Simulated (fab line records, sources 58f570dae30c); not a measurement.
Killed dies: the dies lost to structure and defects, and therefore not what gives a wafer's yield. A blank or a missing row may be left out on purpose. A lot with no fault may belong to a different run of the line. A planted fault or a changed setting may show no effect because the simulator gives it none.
Comparing a struck lot with a sound one ; flow berkeleyCmos170 ; 14 out of 331 route steps
Sound: these wafers, L391.4, L391.5, L391.6. Wafers struck: L380.1, L380.3, L380.4. The cause comes at the end.
Order at every step that has rows: each side's tool, ch and its chambers, its first start. Under that, the readings that differ: sound wafers ; struck wafers ; difference of the means ; sigmas: that difference in standard deviations of wafers without a fault.
alike: readings with means less than 2 such deviations apart, plus words and numbers identical on both sides. not compared: withheld readings, readings lacking a value on some wafer, bounds such as >300 that could conceal the same value, and numbers that have no deviation in the record and whose values overlap.
A row with sigmas, a row that says differs or no value, or rows on one side alone: a step with any of these is where the two part. When numbers do not overlap yet have no deviation, they are printed without sigmas and do not part them. A reading missing from all wafers of one side parts the sides only when that side holds two or more wafers.

UCB170_CONTACT_ETCH_18: etches PSG in CHF3/CF4/Ar, stops on TiSi2, target depth 840 nm, time 195 s.
  sound on rieDiel-03 ch 0,1,2; struck on rieDiel-04 ch 1,2,3
  alike: drypumpMotorCurrentA, oesProductAu, throttleValvePct
  not compared: rfHoursCounterH
UCB170_CONTACT_STRIP_19: strips in O2.
  sound on plasmaAsher-02 ch 0,1, day 11 19:28; struck on plasmaAsher-04 ch 0,1, day 9 15:59
  alike: drypumpMotorCurrentA, oesProductAu
  not compared: rfHoursCounterH
UCB170_CONTACT_CD_MEAS_90: the cd target is 700 nm.
  sound on cdSem-02 at day 11 19:35; struck on cdSem-01 at day 9 16:05
  alike: cdNm
then, 1 step without rows for these wafers: UCB170_CONTACT_CLEAN_20 (cleans in SPM, time 600 s).
UCB170_M1_SPUTTER_00: material Al, target thk 600 nm, time 80 s.
  sound on pvdSputter-02 at day 11 19:50; struck on pvdSputter-01 at day 9 16:22
  alike: throttleValvePct
UCB170_M1_RS_MEAS_01: a four-point-probe measurement.
  sound on filmMetro-02 at day 11 19:58; struck on filmMetro-01 at day 9 16:26
  alike: M1_AL_RS
UCB170_M1_THK_MEAS_02: measures by xrf.
  sound on filmMetro-02 at day 11 20:03; struck on filmMetro-01 at day 9 16:33
  alike: M1_AL_THK
then, 5 steps without rows for these wafers: UCB170_M1_COAT_03; UCB170_M1_COAT_04 (resist thk 900 nm); UCB170_M1_SOFTBAKE_05 (time 60 s); UCB170_M1_EXPOSE_06 (exposes mask METAL1, target cd 700 nm); UCB170_M1_PEB_07.
UCB170_M1_DEVELOP_08: develop time 45 s.
  struck on lithoTrack-01, day 9 17:00; sound on lithoTrack-03 ch 0, day 11 22:00
  no value came back on the struck wafers for chillPlateTempC (C), developTimeS (s); on the sound wafers chillPlateTempC (C) reads 23.09 22.85 22.95
reading;sound;struck;difference;sigmas
model.KrF_of_M1_COAT_04.thkNm (nm);885 885 887.5;898.3 898.6 898.8;+12.7;
UCB170_M1_CD_MEAS_09: the cd target is 700 nm.
  sound on cdSem-01 at day 11 22:56; struck on cdSem-02 at day 9 17:35
reading;sound;struck;difference;sigmas
cdNm (nm);700.1 701.5 701.4;- - -;no value on the struck wafers;

WHERE THEY PART
First at UCB170_M1_DEVELOP_08; last, within this record, at UCB170_M1_CD_MEAS_09.

WHY: what had been put in by the simulator
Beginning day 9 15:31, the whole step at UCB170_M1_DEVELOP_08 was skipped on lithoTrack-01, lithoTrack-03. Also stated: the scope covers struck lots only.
